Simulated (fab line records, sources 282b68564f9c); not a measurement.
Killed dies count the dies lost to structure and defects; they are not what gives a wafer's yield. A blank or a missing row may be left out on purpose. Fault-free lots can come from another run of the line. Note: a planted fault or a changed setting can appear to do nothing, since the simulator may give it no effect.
A lot that was struck, set against a sound lot	flow rit cmos	26 out of 202 route steps
Sound: these wafers, L341.3, L341.5, L341.6. The struck wafers were L331.1, L331.3, L331.4. The cause comes at the end.
Each step with rows lists, per side, the tool, then ch with its chambers, then its first start. Under that, the readings that differ: sound wafers	struck wafers	difference of the means	sigmas: that difference in standard deviations of wafers without a fault.
alike: readings with means less than 2 such deviations apart, plus words and numbers identical on both sides. not compared: withheld readings, readings lacking a value on some wafer, bounds such as >300 that could conceal the same value, and numbers that have no deviation in the record and whose values overlap.
The two part at a step that has a row with sigmas, a row that says differs or no value, or rows on one side only. Non-overlapping numbers with no deviation appear without sigmas and do not part them. Lack of a reading on every wafer of one side parts them only where that side has two or more wafers.

first, 2 steps without rows for these wafers: RIT_REOX_CLEAN_02 (cleans in SC2, time 600 s); RIT_REOX_OXIDATION_03 (target thk 25.2 nm, ox time 5580 s).
RIT_REOX_THK_MEAS_04:
  sound on film metro-02 at day 6 18:02; struck on film metro-03 at day 4 11:16
  alike: REOX_OXIDE_THK
then, 6 steps without rows for these wafers: RIT_NLDD_HMDS_00 (prime time 60 s); RIT_NLDD_COAT_01 (resist thk 1000 nm); RIT_NLDD_SOFTBAKE_02 (time 60 s); RIT_NLDD_EXPOSE_03 (exposes mask M7, target cd 40700 nm); RIT_NLDD_PEB_04; RIT_NLDD_DEVELOP_05 (develop time 50 s).
RIT_NLDD_OVL_MEAS_06:
  sound on overlay-02 at day 6 19:04; struck on overlay-01 at day 4 12:10
  alike: NLDD_OVL
then, 2 steps without rows for these wafers: RIT_NLDD_HARDBAKE_07 (time 60 s); RIT_NLDD_IMPLANT_08.
RIT_NLDD_STRIP_09: strips in O2, time 180 s.
  sound on plasma asher-01 ch 0,1, day 6 19:26; struck on plasma asher-02 ch 0,1, day 4 12:31
  no value came back on the struck wafers for chamber pressure mTorr (mTorr), drypump motor current A (A); on the sound wafers chamber pressure mTorr (mTorr) reads 3997 4001 3993
reading	sound	struck	difference	sigmas
model.NOVOLAK_of_NLDD_COAT_01.thk nm (nm)	0 0 0	881.6 882 883.7	+882.4	
  not compared: rf hours counter h
RIT_NLDD_TW_MEAS_10:
  sound on film metro-01 at day 6 19:35; struck on film metro-02 at day 4 12:41
  alike: NLDD_TW
then, 6 steps without rows for these wafers: RIT_PLDD_HMDS_00 (prime time 60 s); RIT_PLDD_COAT_01 (resist thk 981.8 nm); RIT_PLDD_SOFTBAKE_02 (time 60 s); RIT_PLDD_EXPOSE_03 (exposes mask M8, target cd 40900 nm); RIT_PLDD_PEB_04; RIT_PLDD_DEVELOP_05 (develop time 50 s).
RIT_PLDD_OVL_MEAS_06:
  sound on overlay-01 at day 6 20:29; struck on overlay-01 at day 4 13:43
  alike: PLDD_OVL
then, 2 steps without rows for these wafers: RIT_PLDD_HARDBAKE_07 (time 60 s); RIT_PLDD_IMPLANT_08.
RIT_PLDD_STRIP_09: strips in O2, time 180 s.
  sound on plasma asher-02 ch 0,1, day 6 20:52; struck on plasma asher-02 ch 0,1, day 4 14:04
  alike: chamber pressure mTorr, drypump motor current A
  not compared: rf hours counter h
RIT_PLDD_TW_MEAS_10:
  sound on film metro-04 at day 6 21:00; struck on film metro-01 at day 4 14:14
reading	sound	struck	difference	sigmas
PLDD_TW	2332 2346 2328	30 30 30	-2305	-99 or more
then, 1 step without rows for these wafers: RIT_SPACER_CLEAN_00 (cleans in SC1, time 600 s).

WHERE THEY PART
First at RIT_NLDD_STRIP_09; last, within this record, at RIT_PLDD_TW_MEAS_10.

WHY: what had been put in by the simulator
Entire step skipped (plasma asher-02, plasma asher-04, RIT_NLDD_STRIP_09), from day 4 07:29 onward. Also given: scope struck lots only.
